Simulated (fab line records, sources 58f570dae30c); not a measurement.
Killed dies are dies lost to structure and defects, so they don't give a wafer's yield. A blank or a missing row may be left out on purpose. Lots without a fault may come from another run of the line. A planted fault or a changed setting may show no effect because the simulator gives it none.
fab line records | flow berkeley_cmos170
record lots=5 wafers=23
route steps=331 shown GATE@135 PLDD@154 NLDD@167 PSD@183 NSD@188 SDANNEAL@204 SILICIDE@211
start_h: hours from the record's first day to the start of the lot's first wafer shown | wait_h: hours since the lot's step before | " the same as in the row above | L1.1+2: a row that stands for several wafers | - no value, or no start given | * or withheld: withheld | < > ~ a bound
route shown NAME@n: a module of which the file shows steps, and the number in the route of the first | usual: mean/standard deviation of fault-free wafers | same: alike in all rows | chamber/n: place in a boat | sites: the reading at each site | _std_site: their standard deviation | _edge_site: outer sites' mean less inner sites' | radius_mm: how far each site lies from the wafer's centre | mask NAME#n: copy n | behind: the tool/chamber that last shaped the wafer | hold: why the lot was held/for how many hours/how that ended | device: the transistor (n, p or np) that didn't switch | end of line: the same wafers' tests at the end of the route | a step without rows: its recipe alone | killed: dies lost to structure and defects at the first sort, not the wafer's yield | map: a wafer's dies, x killed, . not, _ none there
set.NAME: the setting as run; set.NAME@STEP: as run at that earlier step | model.NAME: the simulator's own value behind a step, which no gauge read
lots whose settings were changed on purpose; a table a step, a row a wafer
## steps
# step UCB170_GATE_EXPOSE_09
# recipe mask_id=POLY target_cd_nm=350 na=0.5 sigma_outer=0.6 source_shape=conventional dose_mj=21
# columns lot.wafer tool chamber start_h wait_h mask set.dose_mj
L074.1+5+6 krf_scanner-02 0 124.72 - POLY#0 21
L075.1+6 krf_scanner-02 0 131.79 - POLY#0 21
L075.2+4+5 " 0 " " POLY#0 22.55
L078.1+6 krf_scanner-01 0 143.93 - POLY#0 21
L078.2+3+4 " 0 " " POLY#0 20.11
L080.1+6 krf_scanner-02 0 155.16 - POLY#0 21
L080.2+3+5 " 0 " " POLY#0 19.91
L085.1+4+5 krf_scanner-01 0 191.74 - POLY#0 21
L085.3+6 " 0 " " POLY#0 19.52
# step UCB170_GATE_PEB_10
# recipe peb_temp_c=130 peb_time_s=withheld resist=KrF
# step UCB170_GATE_DEVELOP_11
# recipe developer=TMAH develop_time_s=45 resist=KrF dev_temp_c=21
# step UCB170_GATE_CD_MEAS_12
# recipe target_cd_nm=350
# usual cd_nm=350.0/1.7
# columns lot.wafer tool chamber start_h wait_h set.dose_mj@GATE_EXPOSE_09 cd_nm
L074.1 cd_sem-02 - 125.11 - 21 352.8
L074.5 " - " " 21 353.0
L074.6 " - " " 21 352.7
L075.1 cd_sem-01 - 132.18 - 21 347.8
L075.2 " - " " 22.55 334.2
L075.4 " - " " 22.55 337.6
L075.5 " - " " 22.55 336.8
L075.6 " - " " 21 347.5
L078.1 cd_sem-02 - 144.43 - 21 349.2
L078.2 " - " " 20.11 355.8
L078.3 " - " " 20.11 358.5
L078.4 " - " " 20.11 356.8
L078.6 " - " " 21 349.5
L080.1 cd_sem-01 - 155.56 - 21 349.3
L080.2 " - " " 19.91 359.7
L080.3 " - " " 19.91 358.2
L080.5 " - " " 19.91 358.4
L080.6 " - " " 21 349.8
L085.1 cd_sem-02 - 192.47 - 21 350.6
L085.3 " - " " 19.52 361.8
L085.4 " - " " 21 351.6
L085.5 " - " " 21 350.4
L085.6 " - " " 19.52 362.5
# step UCB170_GATE_ETCH_14
# recipe chemistry=N2/H2 target_depth_a=withheld overetch_a=withheld target=BARC time_s=withheld source_w=500 bias_w=100 pressure_mtorr=30 n2_flow_sccm=100 h2_flow_sccm=200
# step UCB170_GATE_ETCH_15
# recipe chemistry=HBr/Cl2 target=poly-Si stop_on=SiO2 over_etch_frac=0.3 icp_w=300 bias_w=150 time_s=56.3 pressure_mtorr=15 HBr_flow_sccm=150 Cl2_flow_sccm=50 target_depth_a=2782
# columns lot.wafer tool chamber start_h wait_h set.dose_mj@GATE_EXPOSE_09 model.GATE.cd_nm
L074.1 rie_si-01 3 125.31 - 21 352.2
L074.5 " 1 " " 21 353.1
L074.6 " 2 " " 21 352.7
L075.1 rie_si-02 3 132.38 - 21 348.4
L075.2 " 2 " " 22.55 334.7
L075.4 " 1 " " 22.55 337
L075.5 " 0 " " 22.55 337.2
L075.6 " 1 " " 21 347.6
L078.1 rie_si-01 0 144.62 - 21 349.3
L078.2 " 1 " " 20.11 355.7
L078.3 " 2 " " 20.11 358.8
L078.4 " 3 " " 20.11 356.9
L078.6 " 3 " " 21 349.7
L080.1 rie_si-02 3 155.75 - 21 349.3
L080.2 " 1 " " 19.91 358.7
L080.3 " 2 " " 19.91 357.9
L080.5 " 3 " " 19.91 358.3
L080.6 " 0 " " 21 349.8
L085.1 rie_si-01 1 192.67 - 21 351.9
L085.3 " 3 " " 19.52 362.7
L085.4 " 3 " " 21 352.2
L085.5 " 1 " " 21 351.6
L085.6 " 0 " " 19.52 362.9
# step UCB170_GATE_STRIP_16
# recipe chemistry=O2 power_w=400 pressure_mtorr=3500 platen_temp_c=withheld o2_flow_sccm=400 overash_fraction=0.5
# step UCB170_GATE_CD_MEAS_90
# recipe target_cd_nm=350
# usual cd_nm=350.0/1.9
# columns lot.wafer tool chamber start_h wait_h set.dose_mj@GATE_EXPOSE_09 cd_nm
L074.1 cd_sem-01 - 125.46 0.1 21 352.2
L074.5 " - " " 21 353.1
L074.6 " - " " 21 353.2
L075.1 cd_sem-02 - 132.63 0.2 21 348.8
L075.2 " - " " 22.55 334.5
L075.4 " - " " 22.55 336.9
L075.5 " - " " 22.55 337.1
L075.6 " - " " 21 347.8
L078.1 cd_sem-01 - 144.77 0.1 21 349.4
L078.2 " - " " 20.11 355.7
L078.3 " - " " 20.11 358.7
L078.4 " - " " 20.11 356.7
L078.6 " - " " 21 350.1
L080.1 cd_sem-01 - 155.90 0.1 21 349.4
L080.2 " - " " 19.91 358.7
L080.3 " - " " 19.91 357.8
L080.5 " - " " 19.91 358.3
L080.6 " - " " 21 349.9
L085.1 cd_sem-02 - 192.82 0.1 21 351.8
L085.3 " - " " 19.52 362.3
L085.4 " - " " 21 352.4
L085.5 " - " " 21 351.6
L085.6 " - " " 19.52 362.8
# step UCB170_PLDD_IMPLANT_09
# recipe species=BF2 dose_cm2=5e+13 energy_kev=10 tilt_deg=7 rotation_deg=180
# columns lot.wafer tool chamber start_h wait_h set.dose_cm2
L074.1+5+6 implanter-01 0 129.80 0.1 5e+13
L075.1+5+6 implanter-01 0 134.47 0.1 5e+13
L075.2+4 " 0 " " 4.723e+13
L078.1+3+6 implanter-02 0 146.68 0.1 5.368e+13
L078.2+4 " 0 " " 5e+13
L080.1+2+3+5+6 implanter-02 0 157.56 0.1 5e+13
L085.1+4+6 implanter-01 0 194.38 0.1 5e+13
L085.3+5 " 0 " " 4.743e+13
# step UCB170_PLDD_STRIP_10
# recipe chemistry=O2 power_w=400 pressure_mtorr=3500 platen_temp_c=withheld o2_flow_sccm=400 overash_fraction=0.5
# step UCB170_PLDD_TW_MEAS_11
# usual PLDD_TW=1005/5.2
# columns lot.wafer tool chamber start_h wait_h set.dose_cm2@PLDD_IMPLANT_09 PLDD_TW
L074.1 film_metro-02 - 130.05 0.1 5e+13 1006
L074.5 " - " " 5e+13 1004
L074.6 " - " " 5e+13 1003
L075.1 film_metro-02 - 134.74 0.1 5e+13 1006
L075.2 " - " " 4.723e+13 993
L075.4 " - " " 4.723e+13 996
L075.5 " - " " 5e+13 1006
L075.6 " - " " 5e+13 1004
L078.1 film_metro-04 - 146.93 0.1 5.368e+13 1012
L078.2 " - " " 5e+13 1003
L078.3 " - " " 5.368e+13 1017
L078.4 " - " " 5e+13 1004
L078.6 " - " " 5.368e+13 1019
L080.1 film_metro-02 - 157.81 0.1 5e+13 1009
L080.2 " - " " 5e+13 1004
L080.3 " - " " 5e+13 1011
L080.5 " - " " 5e+13 1009
L080.6 " - " " 5e+13 1004
L085.1 film_metro-04 - 194.63 0.1 5e+13 1003
L085.3 " - " " 4.743e+13 987
L085.4 " - " " 5e+13 998
L085.5 " - " " 4.743e+13 992
L085.6 " - " " 5e+13 1001
# step UCB170_NLDD_IMPLANT_09
# recipe species=As dose_cm2=5e+13 energy_kev=30 tilt_deg=7 rotation_deg=180
# columns lot.wafer tool chamber start_h wait_h set.dose_cm2
L074.1+5+6 implanter-03 0 131.86 0.1 5e+13
L075.1+4+6 implanter-04 0 136.25 0.1 5e+13
L075.2+5 " 0 " " 5.365e+13
L078.1+2+3 implanter-01 0 148.71 0.1 5e+13
L078.4+6 " 0 " " 5.218e+13
L080.1+2+5 implanter-01 0 159.62 0.1 5.316e+13
L080.3+6 " 0 " " 5e+13
L085.1+6 implanter-01 0 196.17 0.1 5e+13
L085.3+4+5 " 0 " " 4.764e+13
# step UCB170_PSD_IMPLANT_08
# recipe species=B dose_cm2=3e+15 energy_kev=20 tilt_deg=7
# columns lot.wafer tool chamber start_h wait_h set.dose_cm2
L074.1+5+6 implanter-02 0 138.58 0.0 3e+15
L075.1+2+5 implanter-04 0 142.46 0.0 2.937e+15
L075.4+6 " 0 " " 3e+15
L078.1+2+3+4+6 implanter-03 0 157.00 0.0 3e+15
L080.1+3+6 implanter-02 0 165.34 0.0 3e+15
L080.2+5 " 0 " " 2.832e+15
L085.1+4 implanter-03 0 205.66 0.0 3e+15
L085.3+5+6 " 0 " " 2.925e+15
# step UCB170_PSD_STRIP_09
# recipe chemistry=O2 power_w=400 pressure_mtorr=3500 platen_temp_c=withheld o2_flow_sccm=400 overash_fraction=0.5
# usual strip_time_to_endpoint_s=29.41/0.079
# columns lot.wafer tool chamber start_h wait_h set.dose_cm2@PSD_IMPLANT_08 strip_time_to_endpoint_s
L074.1 plasma_asher-04 1 138.73 0.1 3e+15 29.34
L074.5 " 1 " " 3e+15 29.27
L074.6 " 0 " " 3e+15 29.24
L075.1 plasma_asher-01 0 142.61 0.1 2.937e+15 29.20
L075.2 " 1 " " 2.937e+15 29.16
L075.4 " 0 " " 3e+15 29.38
L075.5 " 1 " " 2.937e+15 29.12
L075.6 " 0 " " 3e+15 29.39
L078.1 plasma_asher-01 1 157.15 0.1 3e+15 29.47
L078.2 " 0 " " 3e+15 29.58
L078.3 " 1 " " 3e+15 29.46
L078.4 " 0 " " 3e+15 29.45
L078.6 " 1 " " 3e+15 29.56
L080.1 plasma_asher-04 1 165.49 0.1 3e+15 29.48
L080.2 " 0 " " 2.832e+15 28.73
L080.3 " 1 " " 3e+15 29.43
L080.5 " 1 " " 2.832e+15 28.86
L080.6 " 0 " " 3e+15 29.37
L085.1 plasma_asher-04 1 205.81 0.1 3e+15 29.37
L085.3 " 1 " " 2.925e+15 29.14
L085.4 " 0 " " 3e+15 29.34
L085.5 " 0 " " 2.925e+15 29.11
L085.6 " 1 " " 2.925e+15 29.15
# step UCB170_NSD_COAT_01
# recipe resist=KrF spin_rpm=1500 resist_thk_nm=900
# columns lot.wafer tool chamber start_h wait_h set.resist_thk_nm model.KrF_of_NSD_COAT_01.thk_nm
L074.1 litho_track-02 0 139.24 0.1 900 902.4
L074.5 " 0 " " 900 900.2
L074.6 " 0 " " 900 901
L075.1 litho_track-02 0 143.33 0.1 919.2 921.4
L075.2 " 0 " " 919.2 921.8
L075.4 " 0 " " 919.2 923.6
L075.5 " 0 " " 900 902
L075.6 " 0 " " 900 902.5
L078.1 litho_track-02 0 157.65 0.1 900 902.9
L078.2 " 0 " " 900 899.2
L078.3 " 0 " " 900 901.4
L078.4 " 0 " " 900 901.7
L078.6 " 0 " " 900 901.9
L080.1 litho_track-04 0 167.77 0.1 854.5 851.1
L080.2 " 0 " " 900 899.2
L080.3 " 0 " " 900 900.5
L080.5 " 0 " " 854.5 858.4
L080.6 " 0 " " 854.5 855.7
L085.1 litho_track-01 0 207.60 0.1 900 899.7
L085.3+4 " 0 " " 900 899.2
L085.5 " 0 " " 921.2 922
L085.6 " 0 " " 921.2 919.7
# step UCB170_NSD_SOFTBAKE_02
# recipe resist=KrF temp_c=130 time_s=60
# step UCB170_NSD_EXPOSE_03
# recipe mask_id=NSELECT_MOD na=0.5 sigma_outer=0.6 source_shape=conventional target_cd_nm=1200 dose_mj=30
# step UCB170_NSD_IMPLANT_08
# recipe species=P dose_cm2=3e+15 energy_kev=40 tilt_deg=7
# step UCB170_NSD_STRIP_09
# recipe chemistry=O2 power_w=400 pressure_mtorr=3500 platen_temp_c=withheld o2_flow_sccm=400 overash_fraction=0.5
# usual strip_time_to_endpoint_s=35.82/0.053
# columns lot.wafer tool chamber start_h wait_h set.resist_thk_nm@NSD_COAT_01 strip_time_to_endpoint_s
L074.1 plasma_asher-03 1 140.37 0.1 900 35.82
L074.5 " 1 " " 900 35.77
L074.6 " 0 " " 900 35.78
L075.1 plasma_asher-01 0 144.46 0.1 919.2 36.34
L075.2 " 1 " " 919.2 36.33
L075.4 " 0 " " 919.2 36.36
L075.5 " 0 " " 900 35.82
L075.6 " 1 " " 900 35.84
L078.1 plasma_asher-01 0 158.77 0.1 900 35.87
L078.2 " 1 " " 900 35.82
L078.3 " 0 " " 900 35.83
L078.4 " 1 " " 900 35.83
L078.6 " 0 " " 900 35.82
L080.1 plasma_asher-01 1 169.04 0.1 854.5 34.64
L080.2 " 0 " " 900 35.82
L080.3 " 0 " " 900 35.79
L080.5 " 1 " " 854.5 34.79
L080.6 " 0 " " 854.5 34.72
L085.1 plasma_asher-03 0 208.75 0.1 900 35.77
L085.3 " 1 " " 900 35.77
L085.4 " 0 " " 900 35.81
L085.5 " 1 " " 921.2 36.36
L085.6 " 0 " " 921.2 36.26
# step UCB170_SDANNEAL_RTA_00
# recipe temp_c=900 time_s=10 ambient=N2
# columns lot.wafer tool chamber start_h wait_h set.time_s
L074.1+5+6 rtp_anneal-02 0 141.75 0.0 10
L075.1+2+6 rtp_anneal-01 0 145.67 0.0 10.53
L075.4+5 " 0 " " 10
L078.1+2+3+4+6 rtp_anneal-01 0 160.12 0.0 10
L080.1+5 rtp_anneal-02 0 170.10 0.0 10.92
L080.2+3+6 " 0 " " 10
L085.1+5 rtp_anneal-01 0 210.97 0.0 9.571
L085.3+4+6 " 0 " " 10
# step UCB170_SDANNEAL_RTA_01
# recipe temp_c=1050 time_s=5 ambient=N2
# step UCB170_SDANNEAL_RS_MEAS_02
# recipe thk_meas_gauge=four-point-probe
# usual PSD_RS=75.59/0.2
# columns lot.wafer tool chamber start_h wait_h set.dose_cm2@PSD_IMPLANT_08 PSD_RS[ohm/sq]
L074.1 film_metro-04 - 141.88 0.0 3e+15 75.33
L074.5 " - " " 3e+15 75.57
L074.6 " - " " 3e+15 75.77
L075.1 film_metro-02 - 145.80 0.1 2.937e+15 76.85
L075.2 " - " " 2.937e+15 76.45
L075.4 " - " " 3e+15 75.54
L075.5 " - " " 2.937e+15 76.93
L075.6 " - " " 3e+15 75.22
L078.1 film_metro-03 - 160.24 0.0 3e+15 75.34
L078.2 " - " " 3e+15 75.12
L078.3 " - " " 3e+15 75.57
L078.4 " - " " 3e+15 75.63
L078.6 " - " " 3e+15 75.10
L080.1 film_metro-03 - 170.23 0.0 3e+15 75.52
L080.2 " - " " 2.832e+15 78.81
L080.3 " - " " 3e+15 75.68
L080.5 " - " " 2.832e+15 78.61
L080.6 " - " " 3e+15 75.64
L085.1 film_metro-02 - 211.10 0.0 3e+15 75.66
L085.3 " - " " 2.925e+15 76.85
L085.4 " - " " 3e+15 75.41
L085.5 " - " " 2.925e+15 76.99
L085.6 " - " " 2.925e+15 76.92
# step UCB170_SDANNEAL_RS_MEAS_04
# recipe thk_meas_gauge=four-point-probe
# usual PLDD_RS=1033/3.6
# columns lot.wafer tool chamber start_h wait_h set.dose_cm2@PLDD_IMPLANT_09 PLDD_RS[ohm/sq]
L074.1 film_metro-04 - 142.12 0.1 5e+13 1035
L074.5 " - " " 5e+13 1035
L074.6 " - " " 5e+13 1031
L075.1 film_metro-02 - 146.04 0.1 5e+13 1029
L075.2 " - " " 4.723e+13 1053
L075.4 " - " " 4.723e+13 1053
L075.5 " - " " 5e+13 1031
L075.6 " - " " 5e+13 1033
L078.1 film_metro-03 - 160.48 0.1 5.368e+13 1008
L078.2 " - " " 5e+13 1036
L078.3 " - " " 5.368e+13 1011
L078.4 " - " " 5e+13 1038
L078.6 " - " " 5.368e+13 1008
L080.1 film_metro-03 - 170.47 0.1 5e+13 1031
L080.2 " - " " 5e+13 1030
L080.3 " - " " 5e+13 1033
L080.5 " - " " 5e+13 1031
L080.6 " - " " 5e+13 1033
L085.1 film_metro-02 - 211.34 0.1 5e+13 1033
L085.3 " - " " 4.743e+13 1049
L085.4 " - " " 5e+13 1032
L085.5 " - " " 4.743e+13 1054
L085.6 " - " " 5e+13 1033
# step UCB170_SDANNEAL_RS_MEAS_05
# recipe thk_meas_gauge=four-point-probe
# usual NLDD_RS=617.0/1.4
# columns lot.wafer tool chamber start_h wait_h set.dose_cm2@NLDD_IMPLANT_09 NLDD_RS[ohm/sq]
L074.1 film_metro-04 - 142.24 0.1 5e+13 619.4
L074.5 " - " " 5e+13 619.0
L074.6 " - " " 5e+13 618.4
L075.1 film_metro-02 - 146.16 0.1 5e+13 613.9
L075.2 " - " " 5.365e+13 599.0
L075.4 " - " " 5e+13 615.9
L075.5 " - " " 5.365e+13 600.8
L075.6 " - " " 5e+13 613.6
L078.1 film_metro-03 - 160.60 0.1 5e+13 616.5
L078.2 " - " " 5e+13 618.8
L078.3 " - " " 5e+13 617.5
L078.4 " - " " 5.218e+13 610.7
L078.6 " - " " 5.218e+13 608.5
L080.1 film_metro-03 - 170.59 0.1 5.316e+13 603.7
L080.2 " - " " 5.316e+13 606.7
L080.3 " - " " 5e+13 616.1
L080.5 " - " " 5.316e+13 605.5
L080.6 " - " " 5e+13 619.1
L085.1 film_metro-02 - 211.46 0.1 5e+13 617.0
L085.3 " - " " 4.764e+13 624.9
L085.4 " - " " 4.764e+13 623.8
L085.5 " - " " 4.764e+13 627.8
L085.6 " - " " 5e+13 615.8
# step UCB170_SILICIDE_SPUTTER_01
# recipe material=Ti target_thk_nm=30 time_s=25 power_w=1500 chamber_pressure_pa=0.5
# columns lot.wafer tool chamber start_h wait_h set.power_w model.Ti_of_SILICIDE_SPUTTER_01.thk_nm
L074.1 pvd_sputter-01 - 142.42 0.0 1500 29.05
L074.5 " - " " 1500 30.01
L074.6 " - " " 1500 29.94
L075.1 pvd_sputter-02 - 146.35 0.0 1335 26.87
L075.2 " - " " 1500 29.86
L075.4 " - " " 1335 26.71
L075.5 " - " " 1335 26.99
L075.6 " - " " 1500 30
L078.1 pvd_sputter-01 - 160.79 0.0 1632 32.35
L078.2 " - " " 1500 30.11
L078.3 " - " " 1632 33.11
L078.4 " - " " 1500 28.98
L078.6 " - " " 1500 30.3
L080.1 pvd_sputter-02 - 170.78 0.0 1500 30.32
L080.2 " - " " 1419 28.54
L080.3 " - " " 1419 28.33
L080.5 " - " " 1419 28.85
L080.6 " - " " 1500 30.44
L085.1 pvd_sputter-04 - 211.64 0.0 1500 30.19
L085.3 " - " " 1500 29.57
L085.4 " - " " 1500 29.64
L085.5 " - " " 1500 29.78
L085.6 " - " " 1500 29.56
# step UCB170_SILICIDE_RS_MEAS_02
# recipe thk_meas_gauge=four-point-probe reads=Ti_of_SILICIDE_SPUTTER_01
# usual SILICIDE_TI_RS=26.4/0.46
# columns lot.wafer tool chamber start_h wait_h set.power_w@SILICIDE_SPUTTER_01 SILICIDE_TI_RS[ohm/sq]
L074.1 film_metro-01 - 142.45 0.0 1500 27.1
L074.5 " - " " 1500 26.1
L074.6 " - " " 1500 26.2
L075.1 film_metro-04 - 146.38 0.0 1335 29.8
L075.2 " - " " 1500 26.3
L075.4 " - " " 1335 30.0
L075.5 " - " " 1335 29.5
L075.6 " - " " 1500 26.2
L078.1 film_metro-01 - 160.82 0.0 1632 23.9
L078.2 " - " " 1500 26.0
L078.3 " - " " 1632 23.3
L078.4 " - " " 1500 27.2
L078.6 " - " " 1500 25.8
L080.1 film_metro-01 - 170.81 0.0 1500 25.8
L080.2 " - " " 1419 27.7
L080.3 " - " " 1419 27.9
L080.5 " - " " 1419 27.3
L080.6 " - " " 1500 25.6
L085.1 film_metro-01 - 211.67 0.0 1500 25.9
L085.3 " - " " 1500 26.5
L085.4 " - " " 1500 26.4
L085.5 " - " " 1500 26.3
L085.6 " - " " 1500 26.6
# step UCB170_SILICIDE_THK_MEAS_03
# recipe thk_meas_gauge=xrf reads=Ti_of_SILICIDE_SPUTTER_01
# usual SILICIDE_TI_THK=30.6/0.47
# columns lot.wafer tool chamber start_h wait_h set.power_w@SILICIDE_SPUTTER_01 SILICIDE_TI_THK[nm]
L074.1 film_metro-01 - 142.57 0.1 1500 29.8
L074.5 " - " " 1500 30.9
L074.6 " - " " 1500 30.7
L075.1 film_metro-04 - 146.50 0.1 1335 27.5
L075.2 " - " " 1500 30.5
L075.4 " - " " 1335 27.4
L075.5 " - " " 1335 27.7
L075.6 " - " " 1500 30.9
L078.1 film_metro-01 - 160.94 0.1 1632 33.4
L078.2 " - " " 1500 31.0
L078.3 " - " " 1632 33.9
L078.4 " - " " 1500 29.9
L078.6 " - " " 1500 30.9
L080.1 film_metro-01 - 170.93 0.1 1500 31.4
L080.2 " - " " 1419 29.3
L080.3 " - " " 1419 29.0
L080.5 " - " " 1419 29.8
L080.6 " - " " 1500 31.4
L085.1 film_metro-01 - 211.79 0.1 1500 31.0
L085.3 " - " " 1500 30.4
L085.4 " - " " 1500 30.5
L085.5 " - " " 1500 30.4
L085.6 " - " " 1500 30.4
## key
split step=UCB170_GATE_EXPOSE_09 setting=dose_mj stated=21 by=wafer
response step=UCB170_GATE_CD_MEAS_12 reading=cd_nm change=-1.64 per=1% r=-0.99
response step=UCB170_GATE_ETCH_15 reading=model.GATE.cd_nm change=-1.62 per=1% r=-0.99
response step=UCB170_GATE_CD_MEAS_90 reading=cd_nm change=-1.61 per=1% r=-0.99
split step=UCB170_PLDD_IMPLANT_09 setting=dose_cm2 stated=5e+13 by=wafer
response step=UCB170_PLDD_TW_MEAS_11 reading=PLDD_TW change=+1.86 per=1% r=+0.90
response step=UCB170_SDANNEAL_RS_MEAS_04 reading=PLDD_RS change=-3.79 per=1% r=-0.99
split step=UCB170_NLDD_IMPLANT_09 setting=dose_cm2 stated=5e+13 by=wafer
response step=UCB170_SDANNEAL_RS_MEAS_05 reading=NLDD_RS change=-1.95 per=1% r=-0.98
split step=UCB170_PSD_IMPLANT_08 setting=dose_cm2 stated=3e+15 by=wafer
response step=UCB170_PSD_STRIP_09 reading=strip_time_to_endpoint_s change=* per=1% r=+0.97
response step=UCB170_SDANNEAL_RS_MEAS_02 reading=PSD_RS change=-0.564 per=1% r=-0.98
split step=UCB170_NSD_COAT_01 setting=resist_thk_nm stated=900 by=wafer
response step=UCB170_NSD_COAT_01 reading=model.KrF_of_NSD_COAT_01.thk_nm change=+8.97 per=1% r=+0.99
response step=UCB170_NSD_STRIP_09 reading=strip_time_to_endpoint_s change=* per=1% r=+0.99
split step=UCB170_SDANNEAL_RTA_00 setting=time_s stated=10 by=wafer
response none clear
split step=UCB170_SILICIDE_SPUTTER_01 setting=power_w stated=1500 by=wafer
response step=UCB170_SILICIDE_SPUTTER_01 reading=model.Ti_of_SILICIDE_SPUTTER_01.thk_nm change=+0.305 per=1% r=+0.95
response step=UCB170_SILICIDE_RS_MEAS_02 reading=SILICIDE_TI_RS change=-0.323 per=1% r=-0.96
response step=UCB170_SILICIDE_THK_MEAS_03 reading=SILICIDE_TI_THK change=+0.319 per=1% r=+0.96
